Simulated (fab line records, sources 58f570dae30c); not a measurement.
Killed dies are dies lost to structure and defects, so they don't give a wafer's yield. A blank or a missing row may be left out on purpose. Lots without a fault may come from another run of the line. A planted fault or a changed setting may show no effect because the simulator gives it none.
A struck lot beside a sound one | flow berkeley_cmos170 | 14 steps out of a route of 331
Sound: wafers L398.1, L398.4, L398.5. Struck: wafers L401.4, L401.5, L401.6. The cause comes at the end.
At each step with rows: each side's tool, then ch and its chambers, then its first start. Under that, the readings that differ: sound wafers | struck wafers | difference of the means | sigmas: that difference in standard deviations of wafers without a fault.
alike: readings whose means differ by less than 2 such deviations, and words and numbers that are the same on both sides. not compared: withheld readings, readings that some wafer has no value for, bounds like >300 that may hide the same value, and numbers for which the record gives no deviation and whose values overlap.
The two part at a step that has a row with sigmas, a row that says differs or no value, or rows on one side only. Numbers that don't overlap but have no deviation are shown without sigmas and don't part them. A reading that every wafer of one side lacks parts them only if that side has two wafers or more.

UCB170_PVT_TW_MEAS_09:
  sound on film_metro-04, day 7 05:00; struck on film_metro-03, day 8 02:04
  alike: PVT_TW
then, 1 step without rows for these wafers: UCB170_GATE_WET_ETCH_00 (etches SiO2 in dHF, time 200 s).
UCB170_FIELD_THK_MEAS_91:
  sound on film_metro-03, day 7 05:08; struck on film_metro-02, day 8 02:12
  alike: FIELD_OXIDE_LEFT_2_THK
then, 1 step without rows for these wafers: UCB170_GATE_OXIDATION_01 (target thk 6.6 nm, ox time 1800 s).
UCB170_GATE_THK_MEAS_02:
  sound on film_metro-04, day 7 09:57; struck on film_metro-03, day 8 06:38
  alike: GATE_OXIDE_THK
then, 2 steps without rows for these wafers: UCB170_GATE_ANNEAL_03 (time 1874 s); UCB170_GATE_CVD_04 (deposits poly-Si from SiH4, time 1440 s, target thk 214 nm).
UCB170_GATE_THK_MEAS_05:
  sound on film_metro-03, day 7 17:53; struck on film_metro-03, day 8 13:08
  alike: GATE_POLY_THK
then, 4 steps without rows for these wafers: UCB170_GATE_COAT_06; UCB170_GATE_COAT_07 (resist thk 900 nm); UCB170_GATE_SOFTBAKE_08 (time 60 s); UCB170_GATE_EXPOSE_09 (exposes mask POLY, target cd 350 nm).
UCB170_GATE_PEB_10:
  sound on litho_track-04 ch 0, day 7 18:59; struck on litho_track-01, day 8 15:23
  no value came back on the struck wafers for chill_plate_temp_C (C), exhaust_pa (Pa), plate_temp_C (C); on the sound wafers chill_plate_temp_C (C) reads 22.91 22.94 23.06
then, 1 step without rows for these wafers: UCB170_GATE_DEVELOP_11 (develop time 45 s).

WHERE THEY PART
Only at UCB170_GATE_PEB_10, within this record.

WHY: what the simulator had put in
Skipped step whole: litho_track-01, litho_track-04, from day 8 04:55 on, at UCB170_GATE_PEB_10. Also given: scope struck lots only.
